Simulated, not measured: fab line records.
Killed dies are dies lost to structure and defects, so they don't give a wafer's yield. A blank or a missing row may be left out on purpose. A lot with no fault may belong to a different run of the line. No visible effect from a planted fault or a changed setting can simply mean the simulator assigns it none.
2 desks looking at one fault + flow berkeleyCmos170 + every desk sees just its own numbers, and what lay behind them comes last

## THE METROLOGY DESK
What the gauges read for every lot (on any tool): the sampled wafers with a number, averaged. Any lot whose mean is over 4 standard deviations away from the usual mean is out of limits and marked OUT; that distance is given in the brackets.
Columns: A = SACOX_OXIDE_THK at UCB170_SACOX_THK_MEAS_02, usual 14.47 nm; B = SCREENOX_OXIDE_THK at UCB170_SCREENOX_THK_MEAS_02, usual 14.62 nm; C = NVT_OVL at UCB170_NVT_OVL_MEAS_06, usual -4 nm
| lot  | first seen here | A     | B     | C   |
|------|-----------------|-------|-------|-----|
| L747 | day 5 01:51     | 14.63 | 14.28 | -0  |
| L753 | day 6 22:14     | 14.45 | 14.84 | -2  |
| L760 | day 7 22:42     | 14.71 | 14.50 | -11 |
| L763 | day 8 14:25     | 14.87 | 14.76 | -4  |
| L767 | day 9 12:55     | 14.25 | 15.16 | -3  |
| L770 | day 9 22:33     | 14.23 | 14.37 | 2   |
This desk's verdict: no lot among the 6 shows anything out of limits.

## THE TOOL OWNER'S DESK: implanter-04
The tool's own readings at UCB170_NVT_IMPLANT_07: means of the sampled wafers that have a number, for each lot that ran on this tool. Any lot whose mean is over 4 standard deviations away from the usual mean is out of limits and marked OUT; that distance is given in the brackets.
Columns: A = doseIonsCm2 at UCB170_NVT_IMPLANT_07, usual 3e+12
| lot  | first seen here | A               |
|------|-----------------|-----------------|
| L747 | day 5 11:13     | 3e+12           |
| L753 | day 7 09:40     | 3e+12           |
| L767 | day 9 22:44     | 3e+12 (+38) OUT |
| L770 | day 10 09:08    | 3e+12 (+37) OUT |
Finding of this desk: L767, L770 out of limits; the first was L767 at day 9 22:44, on doseIonsCm2 at UCB170_NVT_IMPLANT_07. In limits: L747, L753.

## BROUGHT TOGETHER
An alarm could have come from the tool owner's desk at day 9 22:44, on L767, L770.
Metrology desk: nothing out of limits seen.
The metrology desk holds a record of L767, L770, inside its limits.
Every lot named ran UCB170_NVT_IMPLANT_07 on implanter-04.

## WHAT THE SIMULATOR PUT IN
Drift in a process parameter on implanter-04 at UCB170_NVT_IMPLANT_07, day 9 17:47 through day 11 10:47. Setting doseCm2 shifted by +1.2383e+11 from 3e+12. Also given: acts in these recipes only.
Struck lots among those shown: L767, L770.
Hours from the fault's start to each desk's first reading out of limits: the tool owner's desk, 5.
